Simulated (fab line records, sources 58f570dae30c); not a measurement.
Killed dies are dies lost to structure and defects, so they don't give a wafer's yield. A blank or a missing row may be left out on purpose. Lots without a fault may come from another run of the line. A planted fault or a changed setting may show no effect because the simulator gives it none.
Split-lot experiment | flow berkeley_cmos170 | 5 lots, 23 wafers read, on a route of 331 steps

THE SPLIT
At UCB170_ACTIVE_EXPOSE_10 (exposes mask ACTIVE, target cd 1200 nm), the setting dose_mj was moved away from the recipe's 20 on 4 of the 23 wafers read, by -5.3% to +7.1%. The other wafers ran this setting at the recipe's value.

FROM THE SPLIT TO THE READING: what the file shows between them, 5 steps
- UCB170_ACTIVE_PEB_11
- UCB170_ACTIVE_DEVELOP_12: develop time 45 s
- UCB170_ACTIVE_CD_MEAS_13: target cd 1200 nm
- UCB170_ACTIVE_ETCH_15: etches Si3N4 in CH3F/Ar/O2, stops on SiO2, target depth 242 nm, time 151 s
- UCB170_ACTIVE_STRIP_16: strips in O2

THE READING
cd_nm, in nm, at UCB170_ACTIVE_CD_MEAS_90 (target cd 1200 nm). Fault-free wafers of this fab line usually give 1200.9 nm, standard deviation 1.1 nm.

wafer  | tool, chamber at the split | dose_mj as run | against the recipe | cd_nm, nm | against lot-mates on the recipe
L077.1 | krf_scanner-01, 0          | 20             | recipe             | 1200.7    | -
L077.4 | krf_scanner-01, 0          | 20             | recipe             | 1200.7    | -
L077.6 | krf_scanner-01, 0          | 20             | recipe             | 1200.2    | -
L076.2 | krf_scanner-02, 0          | 20             | recipe             | 1202.0    | -
L076.3 | krf_scanner-02, 0          | 21.42          | +7.1%              | 1187.8    | -13.3
L076.4 | krf_scanner-02, 0          | 20             | recipe             | 1200.2    | -
L076.5 | krf_scanner-02, 0          | 20             | recipe             | 1201.1    | -
L076.6 | krf_scanner-02, 0          | 21.42          | +7.1%              | 1189.6    | -11.5
L079.1 | krf_scanner-02, 0          | 20             | recipe             | 1199.4    | -
L079.2 | krf_scanner-02, 0          | 20             | recipe             | 1198.9    | -
L079.4 | krf_scanner-02, 0          | 20             | recipe             | 1200.8    | -
L079.5 | krf_scanner-02, 0          | 20             | recipe             | 1199.7    | -
L079.6 | krf_scanner-02, 0          | 20             | recipe             | 1198.6    | -
L080.1 | krf_scanner-01, 0          | 20             | recipe             | 1201.8    | -
L080.3 | krf_scanner-01, 0          | 20             | recipe             | 1201.8    | -
L080.4 | krf_scanner-01, 0          | 20             | recipe             | 1201.7    | -
L080.5 | krf_scanner-01, 0          | 18.94          | -5.3%              | 1211.0    | +9.2
L080.6 | krf_scanner-01, 0          | 18.94          | -5.3%              | 1211.9    | +10.1
L082.1 | krf_scanner-01, 0          | 20             | recipe             | 1202.1    | -
L082.2 | krf_scanner-01, 0          | 20             | recipe             | 1202.0    | -
L082.3 | krf_scanner-01, 0          | 20             | recipe             | 1202.5    | -
L082.4 | krf_scanner-01, 0          | 20             | recipe             | 1202.1    | -
L082.6 | krf_scanner-01, 0          | 20             | recipe             | 1201.5    | -

THE FIT
A straight line over all 23 wafers: cd_nm changes by -1.82 nm for each +1% of dose_mj; r = -0.97; the points scatter about the line by 1.2 nm.
The same after taking each lot's own level away (the mean of its wafers on the recipe; 23 wafers): -1.78 nm for each +1%; r = -0.99; scatter 0.59 nm.
On that fit, the largest move of dose_mj shifts the reading by 13 nm.
The lots' own levels span 1199.48 to 1202.04 nm, that is 2.3 times the standard deviation above.
So the lot-to-lot level changes the slope little: the two slopes agree.
Check: with one of the wafers moved furthest among these (+7.1%) left out of the fit, the line predicts -12.2 nm for it against its lot-mates. It came out at -13.3 nm against them.

OTHER SPLITS ON THESE WAFERS
These wafers also went through other splits before the reading. Each is held against what the fit with the lots' levels taken away leaves over:
other split on the same wafers     | wafers away from the commonest value | r with cd_nm (lot level and that fit taken away)
UCB170_NWELL_IMPLANT_14 energy_kev | 6                                    | +0.07
UCB170_PWELL_CVD_05 temp_c         | 15                                   | -0.07
UCB170_PWELL_IMPLANT_15 energy_kev | 5                                    | +0.04

THE WHOLE CHAIN: every reading that the file lists as answering this split, in the file's order
step                     | what it does                                                               | reading                                                       | change (the file's fit)              | r (the file's)
UCB170_ACTIVE_CD_MEAS_13 | target cd 1200 nm                                                          | cd_nm                                                         | -1.75 nm for each +1% of the setting | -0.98
UCB170_ACTIVE_ETCH_15    | etches Si3N4 in CH3F/Ar/O2, stops on SiO2, target depth 242 nm, time 151 s | ACTIVE.cd_nm (the simulator's own value, which no gauge read) | -1.75 nm for each +1% of the setting | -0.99
UCB170_ACTIVE_CD_MEAS_90 | target cd 1200 nm                                                          | cd_nm                                                         | -1.77 nm for each +1% of the setting | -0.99

THE FILE'S OWN FIT
cd_nm changes by -1.77 nm for each +1% of dose_mj, r = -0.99.
